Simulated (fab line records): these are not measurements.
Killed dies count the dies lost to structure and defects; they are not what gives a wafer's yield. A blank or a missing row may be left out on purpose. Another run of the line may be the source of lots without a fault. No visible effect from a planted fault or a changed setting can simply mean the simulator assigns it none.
One fault through the eyes of 2 desks    flow rit cmos    numbers are kept per desk, each desk with only its own; the story behind them comes last

## METROLOGY DESK
What the gauges read, lot by lot, whatever tool the lot ran on: means of the sampled wafers that have a number. Marked OUT: a lot whose mean sits more than 4 standard deviations from the usual mean, which makes it out of limits; the brackets give that distance.
Columns: A = PRETRO_TW at RIT_PRETRO_TW_MEAS_10, usual 477
lot   first seen here  A
L482  day 2 14:47      480
L483  day 2 20:08      475
L484  day 3 01:07      471
L485  day 3 04:17      482
L486  day 3 11:56      482
L487  day 3 15:51      481
L489  day 4 05:27      472
L492  day 4 21:09      474
L493  day 5 03:38      474
L496  day 5 22:44      446 (-6.7) OUT
L498  day 6 06:02      441 (-7.8) OUT
L502  day 6 21:20      478
L504  day 7 06:21      481
L503  day 7 07:48      480
This desk reports L496, L498 out of limits; the earliest was L496 at day 5 22:44 (PRETRO_TW at RIT_PRETRO_TW_MEAS_10). In limits: L482, L483, L484, L485, L486, L487, L489, L492, L493, L502, L504, L503.

## TOOL OWNER'S DESK, implanter-03
RIT_PRETRO_IMPLANT_08, tool's own readings: per-lot mean of the sampled wafers with a number, covering each lot this tool ran. Marked OUT: a lot whose mean sits more than 4 standard deviations from the usual mean, which makes it out of limits; the brackets give that distance.
Columns: A = dose ions cm2 at RIT_PRETRO_IMPLANT_08, usual 1.2e+13; B = end station pressure torr at RIT_PRETRO_IMPLANT_08, usual 5.01e-06 Torr; C = faraday current uA at RIT_PRETRO_IMPLANT_08, usual 38.1
lot   first seen here  A                          B         C
L484  day 3 00:50      1.2e+13                    5.19e-06  37.7
L486  day 3 11:39      1.2e+13                    5.08e-06  38.3
L487  day 3 15:34      1.2e+13                    5.09e-06  37.8
L492  day 4 20:50      1.2e+13                    4.88e-06  38.3
L496  day 5 22:25      9.4e+12 (-99 or more) OUT  4.89e-06  29.4 (-13) OUT
L498  day 6 05:43      9.4e+12 (-99 or more) OUT  5.11e-06  29.8 (-12) OUT
This desk's finding: out of limits on L496, L498; first on L496, day 5 22:25 (dose ions cm2 at RIT_PRETRO_IMPLANT_08). In limits: L484, L486, L487, L492.

## TAKEN TOGETHER
An alarm could have come from the tool owner's desk at day 5 22:25, on L496, L498.
An alarm was possible from the metrology desk at day 5 22:44, on L496, L498.
RIT_PRETRO_IMPLANT_08 was run on implanter-03 by each of the lots named.

## WHAT WAS PUT IN BY THE SIMULATOR
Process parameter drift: implanter-03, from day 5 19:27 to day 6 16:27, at RIT_PRETRO_IMPLANT_08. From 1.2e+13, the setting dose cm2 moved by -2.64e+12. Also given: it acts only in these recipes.
Struck lots among those shown: L496, L498.
Fault start to first reading out of limits, in hours, per desk: tool owner, 3; metrology, 3.
